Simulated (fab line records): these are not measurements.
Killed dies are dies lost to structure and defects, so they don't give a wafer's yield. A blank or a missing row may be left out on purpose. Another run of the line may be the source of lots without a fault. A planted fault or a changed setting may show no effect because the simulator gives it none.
2 desks, one fault    flow berkeley_cmos170    each desk has only its own numbers; what lay behind them comes last

METROLOGY DESK
Means of the sampled wafers that have a number, per lot and without regard to the tool the lot ran on: this is what the gauges read. If a lot's mean is further than 4 standard deviations from the usual mean, the lot is out of limits and carries the mark OUT (the distance appears in the brackets).
Columns: A = WELLDRIVE_OXIDE_THK at UCB170_WELLDRIVE_THK_MEAS_02, usual 197 nm; B = V1_BOW at UCB170_V1_BOW_MEAS_03, usual 17 um
lot   first seen here  A              B
L437  day 4 10:14      195            24
L436  day 4 10:18      199            17
L439  day 4 18:49      195            17
L440  day 5 05:11      192            17
L442  day 5 13:30      194            10
L443  day 5 17:51      200            12
L445  day 6 04:16      199            13
L447  day 6 14:18      197            14
L448  day 6 20:43      199            16
L450  day 7 05:51      200            21
L454  day 8 05:29      145 (-13) OUT  20
L455  day 8 05:29      150 (-12) OUT  10
L457  day 8 17:49      201            16
L458  day 8 17:49      199            14
This desk finds L454, L455 out of limits, with the earliest case on L454 at day 8 05:29 (WELLDRIVE_OXIDE_THK at UCB170_WELLDRIVE_THK_MEAS_02). Within limits: L437, L436, L439, L440, L442, L443, L445, L447, L448, L450, L457, L458.

AT THE TOOL OWNER'S DESK: furnace-04
The tool's own readings at UCB170_WELLDRIVE_OXIDATION_01 (target thk 199 nm, ox time 9000 s): means of the sampled wafers that have a number, for each lot that ran on this tool. If a lot's mean is further than 4 standard deviations from the usual mean, the lot is out of limits and carries the mark OUT (the distance appears in the brackets).
Columns: A = ox_temp_c_max at UCB170_WELLDRIVE_OXIDATION_01, usual 1104.8; B = tube_center_temp_C_max at UCB170_WELLDRIVE_OXIDATION_01, usual 1102.8
lot   first seen here  A       B
L436  day 4 06:40      1104.0  1102.6
L437  day 4 06:40      1105.2  1102.8
L442  day 5 09:58      1105.0  1102.7
L447  day 6 10:47      1105.5  1103.0
L448  day 6 17:12      1104.9  1103.3
L454  day 8 01:58      1104.9  1102.8
L455  day 8 01:58      1104.5  1102.8
This desk found nothing out of limits on any of the 7 lots.

BROUGHT TOGETHER
The metrology desk could have raised an alarm at day 8 05:29, on L454, L455.
The tool owner's desk saw nothing out of limits.
On record at the tool owner's desk: L454, L455, within its limits.
Every lot named ran UCB170_WELLDRIVE_OXIDATION_01 on furnace-04.

WHAT HAD BEEN PUT IN BY THE SIMULATOR
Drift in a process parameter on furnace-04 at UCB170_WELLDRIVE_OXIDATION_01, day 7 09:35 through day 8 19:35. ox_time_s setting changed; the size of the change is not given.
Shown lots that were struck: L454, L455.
Per desk, hours elapsed from the start of the fault to the first reading out of limits: for the metrology desk, 20.
